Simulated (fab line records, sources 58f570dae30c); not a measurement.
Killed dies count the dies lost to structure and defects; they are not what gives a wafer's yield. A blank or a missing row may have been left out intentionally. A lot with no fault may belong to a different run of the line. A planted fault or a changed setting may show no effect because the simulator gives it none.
Problem report, 8D (eight disciplines) form, completed by code    flow berkeley-cmos170    the parts of the form that need people (team, actions taken, sign-off) are left out

== 1. THE PROBLEM ==
Mean of spin-speed-rpm at UCB170_M3_COAT_05: 1525.3 rpm over 3 wafers from 1 lot, against 1499.7 rpm (standard deviation 1.2) on wafers with no fault. That puts it +21 standard deviations away from the usual mean.
The step: resist thk 900 nm.
Earliest sighting: wafer L183.2 on litho-track-03 at day 10 12:08. The record has a number at this step for 15 wafers belonging to 5 lots. Rule for "out", or "out of limits": more than 4 standard deviations from the usual mean. The other wafers with a number count as sound.

== 2. WHAT IT IS AND WHAT IT IS NOT ==
question                     is                      is not
which readings at this step  spin-speed-rpm          dispense-pressure-kPa
which lots                   L183                    L177, L180, L190, L191
which wafers of those lots   all that have a number  -
read on which tools          litho-track-03          litho-track-01, litho-track-04
when                         from day 10 12:08       up to then (6 sound wafers); but 6 sound wafers of L190, L191 came after

== 3. SUSPECTS, AND WHAT RULES EACH OUT ==
Counting: any tool at a process step up to the reading is kept as a suspect provided that every lot that is out went through it and no sound lot did after the first of them.
- rie-diel-04 at UCB170_V2_ETCH_14 (etches SiO2 in CHF3/CF4/Ar, stops on Al, target depth 1250 nm, time 291 s): ruled out as a lasting fault. Following L183 (day 10 11:14), the first lot on it that is out, the sound lots L191 were run on it.
- plasma-asher-04 at UCB170_V2_STRIP_15 (strips in O2): kept. It ran the lot that is out, L183 (day 10 11:25), and no sound lot after that; its last sound lot up to then is L180 (day 9 14:14).
- pvd-sputter-01 at UCB170_M3_SPUTTER_01 (material Al, target thk 900 nm, time 120 s): ruled out as a lasting fault. Following L183 (day 10 11:41), the first lot on it that is out, the sound lots L191 were run on it.
- litho-track-03 at UCB170_M3_COAT_05 (resist thk 900 nm): kept. It ran the lot that is out, L183 (day 10 12:08), and no sound lot after that; its last sound lot up to then is L180 (day 9 15:25). Out on those wafers are its own readings of spin-speed-rpm.
What counting leaves: plasma-asher-04 at UCB170_V2_STRIP_15 and litho-track-03 at UCB170_M3_COAT_05.

== 4. THE CAUSE (what the simulator had put in) ==
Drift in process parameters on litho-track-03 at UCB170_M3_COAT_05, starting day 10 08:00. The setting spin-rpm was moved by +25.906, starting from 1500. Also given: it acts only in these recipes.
This tool is one of the 2 suspects left after counting.

== 5. THE EFFECT CHAIN, in route order ==
Each row: a reading whose mean over the struck wafers that have a number lies more than 3 standard deviations from the usual. Only readings for which the record gives a usual standard deviation are gone through. hours: the time from each lot's start at the first step in this table that gives one to its start at this step, as a median over the lots. sigmas: the change in usual standard deviations.
hours  step               reading         usual       on struck wafers  change  sigmas
0      UCB170_M3_COAT_05  spin-speed-rpm  1499.7 rpm  1525.3            +25.6   +21
The process steps in it:
- UCB170_M3_COAT_05: resist thk 900 nm.

== 6. HOW IT WOULD HAVE BEEN CAUGHT EARLIER ==
In this record the first reading out of limits was taken at day 10 12:08, 4 hours after the fault began at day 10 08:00.
